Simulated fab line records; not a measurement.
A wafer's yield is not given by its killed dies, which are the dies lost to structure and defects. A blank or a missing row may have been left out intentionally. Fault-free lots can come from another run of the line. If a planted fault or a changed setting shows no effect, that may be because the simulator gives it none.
Split-lot trial :: flow rit cmos :: 5 lots, 23 wafers read, on a route of 202 steps

THE SPLIT
At RIT_NRETRO_COAT_01 (resist thk 1300 nm), the setting spin rpm was moved away from the recipe's 2000 rpm on 7 of the 23 wafers read, by -4.2% to +6.2%. This setting was run at the recipe's value on the other wafers.

FROM THE SPLIT TO THE READING: what the file shows between them, 3 steps
- RIT_NRETRO_SOFTBAKE_02: time 60 s
- RIT_NRETRO_EXPOSE_03: exposes mask M4, target cd 43900 nm
- RIT_NRETRO_DEVELOP_05: develop time 68 s

THE READING
NOVOLAK_of_NRETRO_COAT_01.thk nm (the simulator's own value, which no gauge read), in nm, at RIT_NRETRO_HARDBAKE_07 (time 120 s). The file does not state a usual value for it. Here, 16 wafers ran the recipe; their average is 1138 nm with a standard deviation of 3.4 nm.

wafer: L077.2
tool, chamber at the split: litho track-01, 0
spin rpm as run, rpm: 2000
against the recipe: recipe
NOVOLAK_of_NRETRO_COAT_01.thk nm, nm: 1137
against lot-mates on the recipe: -

wafer: L077.3
tool, chamber at the split: litho track-01, 0
spin rpm as run, rpm: 1916
against the recipe: -4.2%
NOVOLAK_of_NRETRO_COAT_01.thk nm, nm: 1161
against lot-mates on the recipe: +24

wafer: L077.4
tool, chamber at the split: litho track-01, 0
spin rpm as run, rpm: 1916
against the recipe: -4.2%
NOVOLAK_of_NRETRO_COAT_01.thk nm, nm: 1163
against lot-mates on the recipe: +26

wafer: L077.5
tool, chamber at the split: litho track-01, 0
spin rpm as run, rpm: 1916
against the recipe: -4.2%
NOVOLAK_of_NRETRO_COAT_01.thk nm, nm: 1162
against lot-mates on the recipe: +24

wafer: L077.6
tool, chamber at the split: litho track-01, 0
spin rpm as run, rpm: 2000
against the recipe: recipe
NOVOLAK_of_NRETRO_COAT_01.thk nm, nm: 1138
against lot-mates on the recipe: -

wafer: L078.1
tool, chamber at the split: litho track-01, 0
spin rpm as run, rpm: 2000
against the recipe: recipe
NOVOLAK_of_NRETRO_COAT_01.thk nm, nm: 1136
against lot-mates on the recipe: -

wafer: L078.3
tool, chamber at the split: litho track-01, 0
spin rpm as run, rpm: 2000
against the recipe: recipe
NOVOLAK_of_NRETRO_COAT_01.thk nm, nm: 1138
against lot-mates on the recipe: -

wafer: L078.4
tool, chamber at the split: litho track-01, 0
spin rpm as run, rpm: 2000
against the recipe: recipe
NOVOLAK_of_NRETRO_COAT_01.thk nm, nm: 1144
against lot-mates on the recipe: -

wafer: L078.5
tool, chamber at the split: litho track-01, 0
spin rpm as run, rpm: 2000
against the recipe: recipe
NOVOLAK_of_NRETRO_COAT_01.thk nm, nm: 1135
against lot-mates on the recipe: -

wafer: L078.6
tool, chamber at the split: litho track-01, 0
spin rpm as run, rpm: 2000
against the recipe: recipe
NOVOLAK_of_NRETRO_COAT_01.thk nm, nm: 1135
against lot-mates on the recipe: -

wafer: L080.2
tool, chamber at the split: litho track-02, 0
spin rpm as run, rpm: 2124
against the recipe: +6.2%
NOVOLAK_of_NRETRO_COAT_01.thk nm, nm: 1095
against lot-mates on the recipe: -38

wafer: L080.3
tool, chamber at the split: litho track-02, 0
spin rpm as run, rpm: 2000
against the recipe: recipe
NOVOLAK_of_NRETRO_COAT_01.thk nm, nm: 1133
against lot-mates on the recipe: -

wafer: L080.4
tool, chamber at the split: litho track-02, 0
spin rpm as run, rpm: 2000
against the recipe: recipe
NOVOLAK_of_NRETRO_COAT_01.thk nm, nm: 1136
against lot-mates on the recipe: -

wafer: L080.5
tool, chamber at the split: litho track-02, 0
spin rpm as run, rpm: 2000
against the recipe: recipe
NOVOLAK_of_NRETRO_COAT_01.thk nm, nm: 1131
against lot-mates on the recipe: -

wafer: L080.6
tool, chamber at the split: litho track-02, 0
spin rpm as run, rpm: 2124
against the recipe: +6.2%
NOVOLAK_of_NRETRO_COAT_01.thk nm, nm: 1097
against lot-mates on the recipe: -36

wafer: L081.1
tool, chamber at the split: litho track-01, 0
spin rpm as run, rpm: 2000
against the recipe: recipe
NOVOLAK_of_NRETRO_COAT_01.thk nm, nm: 1138
against lot-mates on the recipe: -

wafer: L081.2
tool, chamber at the split: litho track-01, 0
spin rpm as run, rpm: 2000
against the recipe: recipe
NOVOLAK_of_NRETRO_COAT_01.thk nm, nm: 1138
against lot-mates on the recipe: -

wafer: L081.3
tool, chamber at the split: litho track-01, 0
spin rpm as run, rpm: 2000
against the recipe: recipe
NOVOLAK_of_NRETRO_COAT_01.thk nm, nm: 1141
against lot-mates on the recipe: -

wafer: L081.4
tool, chamber at the split: litho track-01, 0
spin rpm as run, rpm: 2078
against the recipe: +3.9%
NOVOLAK_of_NRETRO_COAT_01.thk nm, nm: 1118
against lot-mates on the recipe: -21

wafer: L081.6
tool, chamber at the split: litho track-01, 0
spin rpm as run, rpm: 2078
against the recipe: +3.9%
NOVOLAK_of_NRETRO_COAT_01.thk nm, nm: 1120
against lot-mates on the recipe: -19

wafer: L083.4
tool, chamber at the split: litho track-01, 0
spin rpm as run, rpm: 2000
against the recipe: recipe
NOVOLAK_of_NRETRO_COAT_01.thk nm, nm: 1143
against lot-mates on the recipe: -

wafer: L083.5
tool, chamber at the split: litho track-01, 0
spin rpm as run, rpm: 2000
against the recipe: recipe
NOVOLAK_of_NRETRO_COAT_01.thk nm, nm: 1142
against lot-mates on the recipe: -

wafer: L083.6
tool, chamber at the split: litho track-01, 0
spin rpm as run, rpm: 2000
against the recipe: recipe
NOVOLAK_of_NRETRO_COAT_01.thk nm, nm: 1140
against lot-mates on the recipe: -

FIT RESULTS
A straight line over all 23 wafers: NOVOLAK_of_NRETRO_COAT_01.thk nm changes by -6.05 nm for each +1% of spin rpm; r = -0.98; the points scatter about the line by 3.7 nm.
The same after taking each lot's own level away (the mean of its wafers on the recipe; 23 wafers): -5.8 nm for each +1%; r = -0.99; scatter 2.2 nm.
Per that fit: largest spin rpm move, reading shift of 36 nm.
The lots' own levels span 1133.3 to 1141.7 nm, that is 2.4 times the standard deviation above.
Hence the lot-to-lot level has little effect on the slope; both slopes agree.
Check: with one of the wafers moved furthest among these (+6.2%) left out of the fit, the line predicts -34.9 nm for it against its lot-mates. Against them it came out at -38.3 nm.

FURTHER SPLITS ON THESE WAFERS
Note: prior to the reading, these wafers also went through further splits. Each is held against what the fit with the lots' levels taken away leaves over:
other split on the same wafers: RIT_ACTIVE_OXIDATION_01 temp c
wafers away from the commonest value: 13
r with NOVOLAK_of_NRETRO_COAT_01.thk nm (lot level and that fit taken away): -0.17

other split on the same wafers: RIT_ACTIVE_COAT_06 resist thk nm
wafers away from the commonest value: 9
r with NOVOLAK_of_NRETRO_COAT_01.thk nm (lot level and that fit taken away): +0.26

other split on the same wafers: RIT_ACTIVE_HARDBAKE_12 temp c
wafers away from the commonest value: 9
r with NOVOLAK_of_NRETRO_COAT_01.thk nm (lot level and that fit taken away): +0.16

other split on the same wafers: RIT_NWELL_COAT_01 spin rpm
wafers away from the commonest value: 12
r with NOVOLAK_of_NRETRO_COAT_01.thk nm (lot level and that fit taken away): -0.04

other split on the same wafers: RIT_PWELL_HARDBAKE_07 temp c
wafers away from the commonest value: 11
r with NOVOLAK_of_NRETRO_COAT_01.thk nm (lot level and that fit taken away): -0.06

THE WHOLE CHAIN: every reading that the file lists as answering this split, in the file's order
step: RIT_NRETRO_COAT_01
what it does: resist thk 1300 nm
reading: NOVOLAK_of_NRETRO_COAT_01.thk nm (the simulator's own value, which no gauge read)
change (the file's fit): -6.7 nm for each +1% of the setting
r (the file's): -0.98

step: RIT_NRETRO_HARDBAKE_07
what it does: time 120 s
reading: NOVOLAK_of_NRETRO_COAT_01.thk nm (the simulator's own value, which no gauge read)
change (the file's fit): -5.77 nm for each +1% of the setting
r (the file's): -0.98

FILE'S OWN FIT
NOVOLAK_of_NRETRO_COAT_01.thk nm changes by -5.77 nm for each +1% of spin rpm, r = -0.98.
